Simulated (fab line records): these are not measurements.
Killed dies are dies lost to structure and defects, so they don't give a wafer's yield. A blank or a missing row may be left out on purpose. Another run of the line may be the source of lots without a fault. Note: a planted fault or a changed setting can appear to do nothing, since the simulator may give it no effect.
Comparing a struck lot with a sound one | flow rit_cmos | 18 out of 202 route steps
Sound: these wafers, L844.1, L844.4, L844.5. Struck: wafer L856.3 (left out: L856.1, L856.4 of the same lot, which were not struck); the cause appears at the end.
Each step with rows lists, per side, the tool, then ch with its chambers, then its first start. Under that, the readings that differ: sound wafers | struck wafers | difference of the means | sigmas: that difference in standard deviations of wafers without a fault.
alike: readings with means less than 2 such deviations apart, plus words and numbers identical on both sides. not compared: withheld readings, readings lacking a value on some wafer, bounds such as >300 that could conceal the same value, and numbers that have no deviation in the record and whose values overlap.
Wherever a step has rows on one side only, a row that says differs or no value, or a row with sigmas, the two part there. Numbers that don't overlap but have no deviation are shown without sigmas and don't part them. A reading missing from all wafers of one side parts the sides only when that side holds two or more wafers.

RIT_M1_SPUTTER_00: material Al, target thk 400 nm, time 500 s.
  struck on pvd_sputter-02, day 6 17:05; sound on pvd_sputter-03, day 3 19:07
  alike: substrate_temp_c, throttle_valve_pct
RIT_M1_RS_MEAS_01: measurement is done with a four-point probe.
  struck on film_metro-03, day 6 17:23; sound on film_metro-04, day 3 19:25
  alike: M1_AL_RS
RIT_M1_THK_MEAS_02: measures by xrf.
  struck on film_metro-03, day 6 17:31; sound on film_metro-04, day 3 19:32
  alike: M1_AL_THK
then, 6 steps without rows for these wafers: RIT_M1_HMDS_03 (prime time 60 s); RIT_M1_COAT_04 (resist thk 1300 nm); RIT_M1_SOFTBAKE_05 (time 60 s); RIT_M1_EXPOSE_06 (exposes mask M12, target cd 2600 nm); RIT_M1_PEB_07; RIT_M1_DEVELOP_08 (develop time 68 s).
RIT_M1_CD_MEAS_09 targets a cd of 2600 nm.
  struck on cd_sem-01, day 6 18:27; sound on cd_sem-02, day 3 20:36
  alike: cd_nm
RIT_M1_OVL_MEAS_10:
  struck on overlay-02, day 6 18:34; sound on overlay-02, day 3 20:43
  alike: M1_OVL
then, 1 step without rows for these wafers: RIT_M1_HARDBAKE_11 (time 120 s).
RIT_M1_METAL_ETCH_12: etches Al in Cl2/BCl3, stops on SiO2, time 165 s, target depth 600 nm.
  sound on rie_metal-02 ch 0,1, day 3 21:06; struck on rie_metal-04 ch 0, day 6 18:51
  reading                                 | sound             | struck | difference | sigmas
  bcl3_flow_sccm (sccm)                   | 49.72 49.86 49.90 | 50.16  | +0.33      | +2
  oes_product_au (a.u.)                   | 0.769 0.787 0.773 | 0.756  | -0.020     | -2
  rf_fwd_power_W (W)                      | 250.7 247.4 251.1 | 149.9  | -99.8      | -99 or more
  model.NOVOLAK_of_M1_COAT_04.thk_nm (nm) | 809.9 816.9 806.6 | 926.6  | +115.5     |
  model.M1.feature_depth_nm (nm)          | 427.7 428.6 429.4 | 373.7  | -54.9      |
  model.etch.depth_nm (nm)                | 395.4 397.3 397.1 | 373.7  | -22.9      |
  alike: drypump_motor_current_A, throttle_valve_pct
  not compared: rf_hours_counter_h
then, 1 step without rows for these wafers: RIT_M1_STRIP_13 (strips in nmp, time 600 s).
RIT_M1_STRIP_14: strips in O2, time 180 s.
  sound on plasma_asher-04 ch 0,1, day 3 21:26; struck on plasma_asher-03 ch 1, day 6 19:11
  alike: drypump_motor_current_A
  not compared: rf_hours_counter_h
RIT_M1_CD_MEAS_90 targets a cd of 2600 nm.
  struck on cd_sem-02, day 6 19:22; sound on cd_sem-01, day 3 21:37
  reading    | sound          | struck | difference | sigmas
  cd_nm (nm) | 2603 2603 2602 | 2611   | +8         | +3
then, 1 step without rows for these wafers: RIT_M1_ANNEAL_15 (time 1800 s).
RIT_M1_PROBE_99:
  struck on prober-01, day 6 21:38; sound on prober-01, day 3 23:21
  reading                               | sound              | struck | difference | sigmas
  defect_limited_yield (%)              | 98.1 96.6 97.7     | 0      | -97        | -81
  killed_at_M0_to_M3                    | 0 0 0              | 261    | +261       | +99 or more
  killed_dies                           | 5 9 6              | 264    | +257       | +80
  killed_on_rim                         | 3 0 1              | 70     | +69        | +49
  sort_bin_5_function (%)               | 0.8 3.0 0.4        | 99.6   | +98.2      | +99 or more
  sort_n_pass                           | 259 255 258        | 0      | -257       | -80
  sort_yield_pct (%)                    | 98.1 96.6 97.7     | 0      | -97        | -81
  model.etest.tester.sort_n_pass        | 259 255 258        | 0      | -257       |
  model.etest.tester.sort_bin_5_pct (%) | 0.7576 3.03 0.3788 | 99.62  | +98.23     |
  model.etest.tester.sort_yield_pct (%) | 98.11 96.59 97.73  | 0      | -97        |
  model.etest.ppoly_sal.short           | 0 0 0              | 1      | +1         |
  model.etest.pmos_0p15.over_limit      | 0 0 0              | 1      | +1         |
  model.etest.cap_n_gate.short          | 0 0 0              | 1      | +1         |
  model.etest.m1.short                  | 0 0 0              | 1      | +1         |
  model.etest.antenna_poly.short        | 0 0 0              | 1      | +1         |
  alike: killed_at_contacts, killed_at_front_end, killed_open, killed_short, sort_bin_3_pad_short, sort_bin_6_memory

== WHERE THEY PART ==
First at RIT_M1_METAL_ETCH_12; last, within this record, at RIT_M1_PROBE_99.

WHY: the cause the simulator had injected
rie_metal-04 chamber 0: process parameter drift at RIT_M1_METAL_ETCH_12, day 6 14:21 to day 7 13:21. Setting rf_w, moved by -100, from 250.
